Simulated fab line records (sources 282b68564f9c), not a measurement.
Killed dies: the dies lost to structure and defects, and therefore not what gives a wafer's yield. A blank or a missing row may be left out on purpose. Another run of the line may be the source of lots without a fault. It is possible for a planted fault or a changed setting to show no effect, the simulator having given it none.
fab line records :: flow rit_cmos
record
  lots=5
  wafers=15
  last_day=8
route steps=202 shown NRETRO@55 PRETRO@64 M1@202
lots that met no fault: taken from a fault-free run of the same line
start_h: start of the lot's first displayed wafer, in hours after the record's first day :: wait_h: time in hours since the lot's previous step :: " as in the row above :: L1.1+2: several wafers, shown together as one row :: - value missing, or start not given :: * or withheld: withheld :: < > ~ a bound
route shown NAME@n: a module of which the file shows steps, and the number in the route of the first :: usual: the fault-free wafers' mean and standard deviation :: same: alike in all rows :: chamber/n: place in a boat :: sites: readings site by site :: _std_site: how widely they spread, as a standard deviation :: _edge_site: outer sites' mean less inner sites' :: radius_mm: for every site, how far away it sits from the centre of the wafer :: mask NAME#n: copy n :: behind: tool/chamber where the wafer was last shaped :: hold: why the lot went on hold/how many hours it stayed there/how the hold came to an end :: device: the transistor (n, p or np) that didn't switch :: end of line: the route-end tests of the same wafers :: a step without rows: its recipe alone :: killed: dies lost to structure and defects at the first sort, not the wafer's yield :: map: the dies of a wafer, with x for killed, . for not killed, _ for no die there
set.NAME: the setting the step ran with; set.NAME@STEP: the setting that earlier step ran with :: model.NAME: the simulator's own value behind a step, which no gauge read
lots seen at some steps along the route; tables by step, rows by wafer
services: from which hour (start_h, from the record's first day; less than 0 if before it) a tool's chamber was out of use, for how many hours, and why
## steps
# step RIT_NRETRO_SOFTBAKE_02
# recipe
  resist=NOVOLAK
  temp_c=90
  time_s=60
# step RIT_NRETRO_EXPOSE_03
# recipe
  mask_id=M4
  na=0.57
  target_cd_nm=43900
  dose_mj=250
# step RIT_NRETRO_PEB_04
# recipe
  resist=NOVOLAK
  temp_c=withheld
  time_s=withheld
# step RIT_NRETRO_DEVELOP_05
# recipe
  resist=NOVOLAK
  develop_time_s=68
  dev_temp_c=23
# step RIT_NRETRO_OVL_MEAS_06
# usual
  NRETRO_OVL=-0.5/1.1
lot.wafer: L633.2
tool: overlay-02
chamber: -
start_h: 44.23
wait_h: -
NRETRO_OVL[nm]: -0.3

lot.wafer: L633.3
tool: overlay-02
chamber: -
start_h: 44.23
wait_h: -
NRETRO_OVL[nm]: -1.8

lot.wafer: L633.6
tool: overlay-02
chamber: -
start_h: 44.23
wait_h: -
NRETRO_OVL[nm]: -1.3

lot.wafer: L634.1
tool: overlay-01
chamber: -
start_h: 46.52
wait_h: -
NRETRO_OVL[nm]: 0.1

lot.wafer: L634.3
tool: overlay-01
chamber: -
start_h: 46.52
wait_h: -
NRETRO_OVL[nm]: -0.7

lot.wafer: L634.4
tool: overlay-01
chamber: -
start_h: 46.52
wait_h: -
NRETRO_OVL[nm]: -0.8

lot.wafer: L644.1
tool: overlay-01
chamber: -
start_h: 96.13
wait_h: -
NRETRO_OVL[nm]: -2.7

lot.wafer: L644.2
tool: overlay-01
chamber: -
start_h: 96.13
wait_h: -
NRETRO_OVL[nm]: -1.0

lot.wafer: L644.3
tool: overlay-01
chamber: -
start_h: 96.13
wait_h: -
NRETRO_OVL[nm]: -2.3

lot.wafer: L645.3
tool: overlay-01
chamber: -
start_h: 101.80
wait_h: -
NRETRO_OVL[nm]: 0.3

lot.wafer: L645.4
tool: overlay-01
chamber: -
start_h: 101.80
wait_h: -
NRETRO_OVL[nm]: -0.8

lot.wafer: L645.5
tool: overlay-01
chamber: -
start_h: 101.80
wait_h: -
NRETRO_OVL[nm]: 0.7

lot.wafer: L653.1
tool: overlay-02
chamber: -
start_h: 148.77
wait_h: -
NRETRO_OVL[nm]: 0.4

lot.wafer: L653.2
tool: overlay-02
chamber: -
start_h: 148.77
wait_h: -
NRETRO_OVL[nm]: -0.3

lot.wafer: L653.3
tool: overlay-02
chamber: -
start_h: 148.77
wait_h: -
NRETRO_OVL[nm]: 0.2
# step RIT_NRETRO_HARDBAKE_07
# recipe
  resist=NOVOLAK
  temp_c=140
  time_s=120
# step RIT_NRETRO_IMPLANT_08
# recipe
  species=P
  energy_kev=70
  dose_cm2=1e+13
  tilt_deg=7
# step RIT_NRETRO_STRIP_09
# recipe
  chemistry=O2
  time_s=180
  resist=NOVOLAK
  platen_temp_c=withheld
  power_w=500
  pressure_mtorr=4000
  o2_flow_sccm=4000
# usual
  drypump_motor_current_A=5.7/0.43
lot.wafer: L633.2
tool: plasma_asher-02
chamber: 0
start_h: 44.66
wait_h: 0.1
drypump_motor_current_A: 5.5
rf_hours_counter_h: 41

lot.wafer: L633.3
tool: plasma_asher-02
chamber: 0
start_h: 44.66
wait_h: 0.1
drypump_motor_current_A: 5.5
rf_hours_counter_h: -

lot.wafer: L633.6
tool: plasma_asher-02
chamber: 1
start_h: 44.66
wait_h: 0.1
drypump_motor_current_A: 5.6
rf_hours_counter_h: -

lot.wafer: L634.1
tool: plasma_asher-04
chamber: 0
start_h: 46.95
wait_h: 0.1
drypump_motor_current_A: 6.2
rf_hours_counter_h: 39

lot.wafer: L634.3
tool: plasma_asher-04
chamber: 1
start_h: 46.95
wait_h: 0.1
drypump_motor_current_A: 6.3
rf_hours_counter_h: -

lot.wafer: L634.4
tool: plasma_asher-04
chamber: 0
start_h: 46.95
wait_h: 0.1
drypump_motor_current_A: 6.2
rf_hours_counter_h: -

lot.wafer: L644.1
tool: plasma_asher-04
chamber: 0
start_h: 96.57
wait_h: 0.1
drypump_motor_current_A: 6.2
rf_hours_counter_h: 45

lot.wafer: L644.2
tool: plasma_asher-04
chamber: 1
start_h: 96.57
wait_h: 0.1
drypump_motor_current_A: 6.3
rf_hours_counter_h: 45

lot.wafer: L644.3
tool: plasma_asher-04
chamber: 0
start_h: 96.57
wait_h: 0.1
drypump_motor_current_A: 6.2
rf_hours_counter_h: -

lot.wafer: L645.3
tool: plasma_asher-02
chamber: 0
start_h: 102.29
wait_h: 0.1
drypump_motor_current_A: 5.5
rf_hours_counter_h: -

lot.wafer: L645.4
tool: plasma_asher-02
chamber: 1
start_h: 102.29
wait_h: 0.1
drypump_motor_current_A: 5.6
rf_hours_counter_h: -

lot.wafer: L645.5
tool: plasma_asher-02
chamber: 1
start_h: 102.29
wait_h: 0.1
drypump_motor_current_A: 5.6
rf_hours_counter_h: -

lot.wafer: L653.1
tool: plasma_asher-04
chamber: 0
start_h: 149.21
wait_h: 0.1
drypump_motor_current_A: 6.1
rf_hours_counter_h: 50

lot.wafer: L653.2
tool: plasma_asher-04
chamber: 1
start_h: 149.21
wait_h: 0.1
drypump_motor_current_A: 6.3
rf_hours_counter_h: 50

lot.wafer: L653.3
tool: plasma_asher-04
chamber: 1
start_h: 149.21
wait_h: 0.1
drypump_motor_current_A: 6.3
rf_hours_counter_h: -
# step RIT_NRETRO_TW_MEAS_10
# usual
  NRETRO_TW=1050/7.9
lot.wafer: L633.2
tool: film_metro-01
chamber: -
start_h: 44.84
wait_h: 0.1
NRETRO_TW: 1053

lot.wafer: L633.3
tool: film_metro-01
chamber: -
start_h: 44.84
wait_h: 0.1
NRETRO_TW: 1057

lot.wafer: L633.6
tool: film_metro-01
chamber: -
start_h: 44.84
wait_h: 0.1
NRETRO_TW: 1046

lot.wafer: L634.1
tool: film_metro-03
chamber: -
start_h: 47.13
wait_h: 0.1
NRETRO_TW: 1058

lot.wafer: L634.3
tool: film_metro-03
chamber: -
start_h: 47.13
wait_h: 0.1
NRETRO_TW: 1055

lot.wafer: L634.4
tool: film_metro-03
chamber: -
start_h: 47.13
wait_h: 0.1
NRETRO_TW: 1057

lot.wafer: L644.1
tool: film_metro-01
chamber: -
start_h: 96.74
wait_h: 0.1
NRETRO_TW: 1050

lot.wafer: L644.2
tool: film_metro-01
chamber: -
start_h: 96.74
wait_h: 0.1
NRETRO_TW: 1050

lot.wafer: L644.3
tool: film_metro-01
chamber: -
start_h: 96.74
wait_h: 0.1
NRETRO_TW: 1045

lot.wafer: L645.3
tool: film_metro-03
chamber: -
start_h: 102.42
wait_h: 0.1
NRETRO_TW: 1053

lot.wafer: L645.4
tool: film_metro-03
chamber: -
start_h: 102.42
wait_h: 0.1
NRETRO_TW: 1051

lot.wafer: L645.5
tool: film_metro-03
chamber: -
start_h: 102.42
wait_h: 0.1
NRETRO_TW: 1049

lot.wafer: L653.1
tool: film_metro-01
chamber: -
start_h: 149.39
wait_h: 0.1
NRETRO_TW: 1048

lot.wafer: L653.2
tool: film_metro-01
chamber: -
start_h: 149.39
wait_h: 0.1
NRETRO_TW: 1052

lot.wafer: L653.3
tool: film_metro-01
chamber: -
start_h: 149.39
wait_h: 0.1
NRETRO_TW: 1050
# step RIT_PRETRO_HMDS_00
# recipe
  prime_time_s=60
  prime_temp_c=140
# step RIT_PRETRO_COAT_01
# recipe
  resist=NOVOLAK
  spin_rpm=2000
  resist_thk_nm=1300
# step RIT_PRETRO_SOFTBAKE_02
# recipe
  resist=NOVOLAK
  temp_c=90
  time_s=60
# step RIT_PRETRO_EXPOSE_03
# recipe
  mask_id=M5
  na=0.57
  target_cd_nm=43700
  dose_mj=250
# same
  na=0.57
lot.wafer: L633.2+3+6
tool: iline_stepper-02
chamber: 0
start_h: 45.48
wait_h: 0.2
mask: M5#0

lot.wafer: L634.1+3+4
tool: iline_stepper-01
chamber: 0
start_h: 47.76
wait_h: 0.2
mask: M5#0

lot.wafer: L644.1+2+3
tool: iline_stepper-01
chamber: 0
start_h: 97.38
wait_h: 0.2
mask: M5_R1#0

lot.wafer: L645.3+4+5
tool: iline_stepper-02
chamber: 0
start_h: 103.08
wait_h: 0.2
mask: M5#0

lot.wafer: L653.1+2+3
tool: iline_stepper-02
chamber: 0
start_h: 149.90
wait_h: 0.1
mask: M5#0
# step RIT_PRETRO_PEB_04
# recipe
  resist=NOVOLAK
  temp_c=withheld
  time_s=withheld
# step RIT_M1_PROBE_99
# usual
  killed_at_front_end=7/3
  killed_dies=7/3
  killed_open=3.4/1.8
  killed_short=3.8/2.1
# same
  gross_dies=264
  killed_at_M0_to_M3=0
  killed_at_M4_up=0
  killed_at_back_side=0
  killed_at_contacts=0
  killed_at_other=0
lot.wafer: L633.2
tool: prober-01
chamber: -
start_h: 72.47
wait_h: 0.1
killed_at_front_end: 9
killed_dies: 9
killed_open: 3
killed_short: 6

lot.wafer: L633.3
tool: prober-01
chamber: -
start_h: 72.52
wait_h: 0.2
killed_at_front_end: 11
killed_dies: 11
killed_open: 5
killed_short: 6

lot.wafer: L633.6
tool: prober-01
chamber: -
start_h: 72.67
wait_h: 0.2
killed_at_front_end: 8
killed_dies: 8
killed_open: 4
killed_short: 4

lot.wafer: L634.1
tool: prober-02
chamber: -
start_h: 77.21
wait_h: 0.1
killed_at_front_end: 9
killed_dies: 9
killed_open: 6
killed_short: 3

lot.wafer: L634.3
tool: prober-02
chamber: -
start_h: 77.31
wait_h: 0.2
killed_at_front_end: 8
killed_dies: 8
killed_open: 5
killed_short: 3

lot.wafer: L634.4
tool: prober-02
chamber: -
start_h: 77.36
wait_h: 0.2
killed_at_front_end: 11
killed_dies: 11
killed_open: 5
killed_short: 6

lot.wafer: L644.1
tool: prober-01
chamber: -
start_h: 127.21
wait_h: 0.1
killed_at_front_end: 5
killed_dies: 5
killed_open: 4
killed_short: 1

lot.wafer: L644.2
tool: prober-01
chamber: -
start_h: 127.26
wait_h: 0.1
killed_at_front_end: 5
killed_dies: 5
killed_open: 4
killed_short: 1

lot.wafer: L644.3
tool: prober-01
chamber: -
start_h: 127.31
wait_h: 0.2
killed_at_front_end: 5
killed_dies: 5
killed_open: 3
killed_short: 2

lot.wafer: L645.3
tool: prober-02
chamber: -
start_h: 129.09
wait_h: 0.2
killed_at_front_end: 9
killed_dies: 9
killed_open: 4
killed_short: 5

lot.wafer: L645.4
tool: prober-02
chamber: -
start_h: 129.14
wait_h: 0.2
killed_at_front_end: 5
killed_dies: 5
killed_open: 3
killed_short: 2

lot.wafer: L645.5
tool: prober-02
chamber: -
start_h: 129.19
wait_h: 0.2
killed_at_front_end: 4
killed_dies: 4
killed_open: 2
killed_short: 2

lot.wafer: L653.1
tool: prober-02
chamber: -
start_h: 183.21
wait_h: 0.1
killed_at_front_end: 5
killed_dies: 5
killed_open: 3
killed_short: 2

lot.wafer: L653.2
tool: prober-02
chamber: -
start_h: 183.26
wait_h: 0.1
killed_at_front_end: 4
killed_dies: 4
killed_open: 4
killed_short: 0

lot.wafer: L653.3
tool: prober-02
chamber: -
start_h: 183.31
wait_h: 0.2
killed_at_front_end: 5
killed_dies: 5
killed_open: 1
killed_short: 4
# killed by level:class
L633.2 GATE:geometric_particle:short=3 GATE:geometric_particle:open=2 REOX:geometric_particle:open=1 REOX:geometric_particle:short=1 SPACER:geometric_particle:short=1 SILICIDE:geometric_particle:short=1
L633.3 GATE:geometric_particle:short=5 GATE:geometric_particle:open=3 REOX:geometric_particle:open=2 SILICIDE:geometric_particle:short=1
L633.6 GATE:geometric_particle:open=4 GATE:geometric_particle:short=2 SILICIDE:geometric_particle:short=2
L634.1 GATE:geometric_particle:open=4 GATE:geometric_particle:short=1 REOX:geometric_particle:open=1 SPACER:geometric_particle:open=1 SPACER:geometric_particle:short=1 SILICIDE:geometric_particle:short=1
L634.3 FOX2:geometric_particle:open=2 SPACER:geometric_particle:open=2 FOX1:geometric_particle:short=1 REOX:geometric_particle:open=1 SPACER:geometric_particle:short=1 SILICIDE:geometric_particle:short=1
L634.4 REOX:geometric_particle:short=3 GATE:geometric_particle:open=2 FOX1:geometric_particle:short=1 FOX2:geometric_particle:open=1 FOX2:geometric_particle:short=1 REOX:geometric_particle:open=1 SPACER:geometric_particle:short=1 SPACER:geometric_particle:open=1
L644.1 FOX1:geometric_particle:open=2 FOX1:geometric_particle:short=1 FOX2:geometric_particle:open=1 GATE:geometric_particle:open=1
L644.2 GATE:geometric_particle:open=4 FOX1:geometric_particle:short=1
L644.3 ACTIVE:geometric_particle:open=1 GATE:geometric_particle:open=1 GATE:geometric_particle:short=1 REOX:geometric_particle:short=1 SPACER:geometric_particle:open=1
L645.3 SPACER:geometric_particle:short=3 FOX1:geometric_particle:open=1 FOX2:geometric_particle:open=1 GATE:geometric_particle:short=1 REOX:geometric_particle:short=1 SPACER:geometric_particle:open=1 SILICIDE:geometric_particle:open=1
L645.4 GATE:geometric_particle:open=3 FOX2:geometric_particle:short=1 GATE:geometric_particle:short=1
L645.5 GATE:geometric_particle:open=1 REOX:geometric_particle:open=1 SPACER:geometric_particle:short=1 SILICIDE:geometric_particle:short=1
L653.1 SILICIDE:geometric_particle:open=2 GATE:geometric_particle:open=1 GATE:geometric_particle:short=1 SPACER:geometric_particle:short=1
L653.2 GATE:geometric_particle:open=3 FOX1:geometric_particle:open=1
L653.3 SILICIDE:geometric_particle:short=3 GATE:geometric_particle:short=1 SPACER:geometric_particle:open=1
## services
tool: iline_stepper-02
chamber: -
start_h: 35.36
hours: 7.5
kind: repair

tool: iline_stepper-01
chamber: 0
start_h: 51.18
hours: -
kind: calibration

tool: iline_stepper-01
chamber: -
start_h: 76.63
hours: 1.7
kind: pm

tool: plasma_asher-04
chamber: -
start_h: 78.88
hours: 2.8
kind: pm

tool: iline_stepper-02
chamber: -
start_h: 110.73
hours: 1.7
kind: repair
## key
first_sign
  step=RIT_PRETRO_EXPOSE_03
  reading=mask
  direction=changed
effect none on later readings
met_at RIT_PRETRO_EXPOSE_03
struck_wafers L644.1,L644.2,L644.3
tester_left_out L644
onset_between 47.76 97.38
fault
  kind=wrong_mask
  tool=any
  chamber=-
  onset_h=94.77
  steps=RIT_PRETRO_EXPOSE_03
  aux_copy=M5_R1#0
  cd_offset_nm=-350
  scope=struck_lots_only
# tester_left_out: of these lots the tester's yield and bins aren't shown, on N5 and GAA mostly nor the transistor test; their killed dies are dies lost to structure and defects alone, not to doping, threshold or leakage, so they don't give the yield
